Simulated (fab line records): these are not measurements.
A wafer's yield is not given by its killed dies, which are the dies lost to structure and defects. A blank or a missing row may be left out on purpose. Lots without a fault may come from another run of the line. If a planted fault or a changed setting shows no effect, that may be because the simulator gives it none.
Chamber matching :: flow berkeleyCmos170 :: rieDiel-01 running UCB170_PWELL_ETCH_14: 4 sister chambers
The step etches Si3N4 in CH3F/Ar/O2, stops on SiO2, target depth 242 nm, time 151 s. 14 wafers are shown with their chamber, then 7 later ones without.

== WAFERS WITH THEIR CHAMBER ==
wafer: L956.1
chamber: 1
throttleValvePct (%): 8.01
drypumpMotorCurrentA (A): 5.8
oesProductAu (a.u.): 0.942

wafer: L956.2
chamber: 0
throttleValvePct (%): 8.25
drypumpMotorCurrentA (A): 5.6
oesProductAu (a.u.): 0.921

wafer: L956.5
chamber: 0
throttleValvePct (%): 8.26
drypumpMotorCurrentA (A): 5.6
oesProductAu (a.u.): 0.924

wafer: L960.1
chamber: 1
throttleValvePct (%): 8.02
drypumpMotorCurrentA (A): 5.8
oesProductAu (a.u.): 0.934

wafer: L960.5
chamber: 0
throttleValvePct (%): 8.25
drypumpMotorCurrentA (A): 5.6
oesProductAu (a.u.): 0.924

wafer: L960.6
chamber: 3
throttleValvePct (%): 8.07
drypumpMotorCurrentA (A): 6.5
oesProductAu (a.u.): 0.941

wafer: L962.1
chamber: 3
throttleValvePct (%): 8.06
drypumpMotorCurrentA (A): 6.5
oesProductAu (a.u.): 0.939

wafer: L962.4
chamber: 2
throttleValvePct (%): 7.91
drypumpMotorCurrentA (A): 6.4
oesProductAu (a.u.): 0.934

wafer: L962.6
chamber: 3
throttleValvePct (%): 8.07
drypumpMotorCurrentA (A): 6.5
oesProductAu (a.u.): 0.949

wafer: L974.2
chamber: 1
throttleValvePct (%): 8.00
drypumpMotorCurrentA (A): 5.8
oesProductAu (a.u.): 0.952

wafer: L974.3
chamber: 3
throttleValvePct (%): 8.07
drypumpMotorCurrentA (A): 6.5
oesProductAu (a.u.): 0.934

wafer: L974.6
chamber: 1
throttleValvePct (%): 8.01
drypumpMotorCurrentA (A): 5.9
oesProductAu (a.u.): 0.931

wafer: L975.3
chamber: 2
throttleValvePct (%): 7.89
drypumpMotorCurrentA (A): 6.4
oesProductAu (a.u.): 0.930

wafer: L975.4
chamber: 0
throttleValvePct (%): 8.24
drypumpMotorCurrentA (A): 5.7
oesProductAu (a.u.): 0.923

SIGNATURES (averages over the wafers above)
reading: throttleValvePct
chamber 0: 8.2500
chamber 1: 8.0100
chamber 2: 7.9000
chamber 3: 8.0675
scatter within a chamber: 0.00822

reading: drypumpMotorCurrentA
chamber 0: 5.625
chamber 1: 5.825
chamber 2: 6.400
chamber 3: 6.500
scatter within a chamber: 0.0387

reading: oesProductAu
chamber 0: 0.92300
chamber 1: 0.93975
chamber 2: 0.93200
chamber 3: 0.94075
scatter within a chamber: 0.00629
Rule: distance of a wafer from a chamber = root of the sum over the readings of ((wafer's reading minus chamber's mean) / reading's scatter) squared. If the next closest chamber is less than 2 further off than the closest, the wafer can't be placed; otherwise it belongs to the closest. How the scatter is found: for the shown wafers, subtract from each reading the mean of its chamber, square and add these, divide the total by (wafers less chambers), then take the root.

== WAFERS WITH NO CHAMBER GIVEN ==
wafer: L975.5
throttleValvePct (%): 8.07
drypumpMotorCurrentA (A): 6.5
oesProductAu (a.u.): 0.930

wafer: L976.2
throttleValvePct (%): 8.25
drypumpMotorCurrentA (A): 5.7
oesProductAu (a.u.): 0.926

wafer: L976.3
throttleValvePct (%): 7.89
drypumpMotorCurrentA (A): 6.5
oesProductAu (a.u.): 0.938

wafer: L976.6
throttleValvePct (%): 8.09
drypumpMotorCurrentA (A): 6.5
oesProductAu (a.u.): 0.922

wafer: L978.1
throttleValvePct (%): 8.06
drypumpMotorCurrentA (A): 6.5
oesProductAu (a.u.): 0.934

wafer: L978.3
throttleValvePct (%): 8.23
drypumpMotorCurrentA (A): 5.6
oesProductAu (a.u.): 0.924

wafer: L978.4
throttleValvePct (%): 7.89
drypumpMotorCurrentA (A): 6.5
oesProductAu (a.u.): 0.938

== WHICH CHAMBER EACH ONE RAN IN ==
wafer: L975.5
from the rows above: 3
in truth: 3

wafer: L976.2
from the rows above: 0
in truth: 0

wafer: L976.3
from the rows above: 2
in truth: 2

wafer: L976.6
from the rows above: 3
in truth: 3

wafer: L978.1
from the rows above: 3
in truth: 3

wafer: L978.3
from the rows above: 0
in truth: 0

wafer: L978.4
from the rows above: 2
in truth: 2
7 of 7 placed correctly. Not placeable from these rows: 0. Wrongly placed: 0.
